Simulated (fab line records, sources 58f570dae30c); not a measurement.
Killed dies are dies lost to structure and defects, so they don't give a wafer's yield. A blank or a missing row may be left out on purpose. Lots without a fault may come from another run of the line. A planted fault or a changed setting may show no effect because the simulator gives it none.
Tool commonality check | flow berkeley_cmos170 | 14 lots, 42 wafers sampled

WHY IT WAS OPENED
At UCB170_PSD_TW_MEAS_10 the reading PSD_TW is flagged on 2 of 14 lots. Wafers without a fault read 2332, standard deviation 17.
Rule: a lot is flagged when every wafer of it that has a number lies more than 4 standard deviations from that mean, or none has a number. The other lots count as sound.

lot  | measured     | on            | PSD_TW, wafer by wafer | flag
L141 | day 7 11:16  | film_metro-04 | 2320 2327 2326         |
L149 | day 8 02:29  | film_metro-04 | 2322 2310 2301         |
L151 | day 9 01:29  | film_metro-04 | 30 30 30               | FLAGGED
L152 | day 9 09:17  | film_metro-02 | 30 30 30               | FLAGGED
L157 | day 9 21:07  | film_metro-04 | 2324 2328 2327         |
L156 | day 9 21:16  | film_metro-04 | 2331 2321 2326         |
L153 | day 10 03:45 | film_metro-04 | 2338 2325 2319         |
L155 | day 10 03:52 | film_metro-03 | 2334 2343 2342         |
L158 | day 10 04:02 | film_metro-02 | 2356 2328 2334         |
L163 | day 11 05:11 | film_metro-03 | 2366 2362 2348         |
L159 | day 11 05:25 | film_metro-04 | 2313 2321 2306         |
L160 | day 11 05:54 | film_metro-03 | 2366 2348 2365         |
L162 | day 11 06:12 | film_metro-03 | 2359 2346 2355         |
L164 | day 11 13:34 | film_metro-04 | 2324 2310 2319         |
The numbers of the flagged lots are 30 on average: -2302 against the usual, or -99 or more standard deviations.

WHICH TOOL RAN EACH LOT
The record holds 2 process steps before the reading, out of a route of 331 steps. In each cell: the tool, then ch and the chambers that the sampled wafers went through, then the start.
lot  | flag    | UCB170_PSD_IMPLANT_08           | UCB170_PSD_STRIP_09
L141 |         | implanter-02 ch 0, day 7 11:02  | plasma_asher-02 ch 0,1, day 7 11:09
L149 |         | implanter-04 ch 0, day 8 02:16  | plasma_asher-01 ch 0,1, day 8 02:23
L151 | FLAGGED | implanter-04, day 9 01:15       | plasma_asher-02 ch 0,1, day 9 01:23
L152 | FLAGGED | implanter-04, day 9 09:02       | plasma_asher-02 ch 0,1, day 9 09:11
L157 |         | implanter-04 ch 0, day 9 20:53  | plasma_asher-02 ch 0,1, day 9 21:01
L156 |         | implanter-04 ch 0, day 9 21:01  | plasma_asher-02 ch 1, day 9 21:10
L153 |         | implanter-02 ch 0, day 10 03:31 | plasma_asher-04 ch 0,1, day 10 03:38
L155 |         | implanter-04 ch 0, day 10 03:37 | plasma_asher-02 ch 0,1, day 10 03:46
L158 |         | implanter-03 ch 0, day 10 03:49 | plasma_asher-01 ch 0,1, day 10 03:57
L163 |         | implanter-03 ch 0, day 11 04:57 | plasma_asher-04 ch 0,1, day 11 05:04
L159 |         | implanter-04 ch 0, day 11 05:13 | plasma_asher-01 ch 0,1, day 11 05:20
L160 |         | implanter-02 ch 0, day 11 05:39 | plasma_asher-02 ch 0,1, day 11 05:48
L162 |         | implanter-04 ch 0, day 11 05:58 | plasma_asher-01 ch 1, day 11 06:05
L164 |         | implanter-04 ch 0, day 11 13:19 | plasma_asher-04 ch 0,1, day 11 13:28
What these steps do:
- UCB170_PSD_IMPLANT_08
- UCB170_PSD_STRIP_09: strips in O2.
- UCB170_PSD_TW_MEAS_10

FLAGGED OVER TOTAL, TOOL BY TOOL (the gauges that took the reading come last)
step                  | tool            | lots run | flagged | share of the flagged lots | sound lots run after its first flagged lot
UCB170_PSD_IMPLANT_08 | implanter-02    | 3        | 0       | none                      | -
UCB170_PSD_IMPLANT_08 | implanter-03    | 2        | 0       | none                      | -
UCB170_PSD_IMPLANT_08 | implanter-04    | 9        | 2       | all                       | 6 (L157,L156,L155,L159,L162,L164)
UCB170_PSD_STRIP_09   | plasma_asher-01 | 4        | 0       | none                      | -
UCB170_PSD_STRIP_09   | plasma_asher-02 | 7        | 2       | all                       | 4 (L157,L156,L155,L160)
UCB170_PSD_STRIP_09   | plasma_asher-04 | 3        | 0       | none                      | -
UCB170_PSD_TW_MEAS_10 | film_metro-02   | 2        | 1       | some                      | 1 (L158)
UCB170_PSD_TW_MEAS_10 | film_metro-03   | 4        | 0       | none                      | -
UCB170_PSD_TW_MEAS_10 | film_metro-04   | 8        | 1       | some                      | 5 (L157,L156,L153,L159,L164)

WHAT THE TABLE ALLOWS
2 rows of the table ran every flagged lot: implanter-04 at UCB170_PSD_IMPLANT_08, plasma_asher-02 at UCB170_PSD_STRIP_09.
- implanter-04 at UCB170_PSD_IMPLANT_08: 2 of its 9 lots flagged. Sound lots ran on it after the first flagged one (L157, L156, L155, L159, L162, L164), which a lasting fault on the whole tool wouldn't allow. On the flagged lots its readings are blank where sound lots have values: beam_energy_keV, beam_on_s.
- plasma_asher-02 at UCB170_PSD_STRIP_09: 2 of its 7 lots flagged. Sound lots ran on it after the first flagged one (L157, L156, L155, L160), which a lasting fault on the whole tool wouldn't allow. Its own readings lie more than 4 standard deviations out on every wafer of the flagged lots: oes_product_au, strip_time_to_endpoint_s.
No row of the table ran every flagged lot and no sound lot after the first.

WHAT THE SIMULATOR HAD PUT IN
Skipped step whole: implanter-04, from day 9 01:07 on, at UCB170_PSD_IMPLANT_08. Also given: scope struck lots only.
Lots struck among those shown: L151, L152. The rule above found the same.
